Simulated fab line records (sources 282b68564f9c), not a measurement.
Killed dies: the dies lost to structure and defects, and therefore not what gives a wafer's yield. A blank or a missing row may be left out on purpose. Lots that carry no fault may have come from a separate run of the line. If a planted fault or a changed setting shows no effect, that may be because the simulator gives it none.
Commonality check across tools    flow rit cmos    13 lots, 39 wafers sampled

== THE REASON FOR OPENING IT ==
Of 13 lots, 1 have the reading SPACER_NITRIDE_THK flagged at RIT_SPACER_THK_MEAS_04. No-fault wafers: 250.3 nm, standard deviation 2.4.
Rule: a lot gets a flag if all its wafers with a number sit over 4 standard deviations from that mean, or if no wafer of it has a number. The rest of the lots are taken to be sound.

lot   measured     on             SPACER_NITRIDE_THK (nm), wafer by wafer  flag
L760  day 3 12:44  film metro-01  251.7 252.2 250.2                        
L762  day 3 15:43  film metro-04  251.7 251.3 247.8                        
L763  day 3 19:58  film metro-01  250.4 249.1 249.7                        
L764  day 4 04:05  film metro-03  246.9 248.1 248.7                        
L765  day 4 04:40  film metro-03  251.9 250.8 254.1                        
L766  day 4 08:30  film metro-01  362.1 361.3 361.0                        FLAGGED
L773  day 5 21:36  film metro-04  246.8 250.4 247.1                        
L774  day 6 03:37  film metro-03  248.0 249.1 248.5                        
L776  day 6 15:31  film metro-04  248.0 249.7 247.4                        
L777  day 6 17:52  film metro-03  246.8 247.7 247.3                        
L779  day 7 02:16  film metro-04  249.4 248.3 248.3                        
L781  day 7 12:37  film metro-01  251.5 249.1 250.5                        
L783  day 7 23:01  film metro-01  251.2 252.6 249.8                        
The mean of the flagged lots' numbers is 361.5 nm, +111.2 nm from the usual (+46 standard deviations).

== WHICH TOOL EACH LOT WENT THROUGH ==
The record holds 1 process step before the reading, out of a route of 202 steps. Cell contents, in order: the tool; ch with the chambers the sampled wafers went through; the start.
lot   flag     RIT_SPACER_CVD_03
L760           lpcvd-01 ch 1, day 3 10:49
L762           lpcvd-01 ch 0, day 3 13:47
L763           lpcvd-01 ch 0, day 3 18:02
L764           lpcvd-01 ch 0, day 4 02:10
L765           lpcvd-02 ch 0, day 4 02:44
L766  FLAGGED  lpcvd-01 ch 0, day 4 06:34
L773           lpcvd-02 ch 0, day 5 19:40
L774           lpcvd-02 ch 0, day 6 01:41
L776           lpcvd-02 ch 1, day 6 13:36
L777           lpcvd-02 ch 0, day 6 15:56
L779           lpcvd-02 ch 1, day 7 00:20
L781           lpcvd-02 ch 0, day 7 10:41
L783           lpcvd-01 ch 0, day 7 21:06
What these steps do:
- RIT_SPACER_CVD_03: deposits Si3N4 from SiH2Cl2/NH3, target thk 250 nm, time 3300 s.
- RIT_SPACER_THK_MEAS_04

== FLAGGED AGAINST TOTAL, ONE TOOL AT A TIME (gauges that did the reading follow at the end) ==
step                    tool           lots run  flagged  share of the flagged lots  sound lots run after its first flagged lot
RIT_SPACER_CVD_03       lpcvd-01       6         1        all                        1 (L783)
RIT_SPACER_CVD_03       lpcvd-02       7         0        none                       -
RIT_SPACER_THK_MEAS_04  film metro-01  5         1        all                        2 (L781,L783)
RIT_SPACER_THK_MEAS_04  film metro-03  4         0        none                       -
RIT_SPACER_THK_MEAS_04  film metro-04  4         0        none                       -

== WHAT THE TABLE ALLOWS ==
Table rows that saw every flagged lot: 2, namely lpcvd-01 at RIT_SPACER_CVD_03 and film metro-01 at RIT_SPACER_THK_MEAS_04.
- lpcvd-01 at RIT_SPACER_CVD_03 ran 6 lots, 1 of them flagged. Sound lots ran on it after the first flagged one (L783), which a lasting fault on the whole tool wouldn't allow.
- film metro-01 at RIT_SPACER_THK_MEAS_04 ran 5 lots, 1 of them flagged. Sound lots ran on it after the first flagged one (L781, L783), which a lasting fault on the whole tool wouldn't allow.
None of the table's rows ran every flagged lot and, after the first, no sound lot.

== WHAT WAS PUT IN BY THE SIMULATOR ==
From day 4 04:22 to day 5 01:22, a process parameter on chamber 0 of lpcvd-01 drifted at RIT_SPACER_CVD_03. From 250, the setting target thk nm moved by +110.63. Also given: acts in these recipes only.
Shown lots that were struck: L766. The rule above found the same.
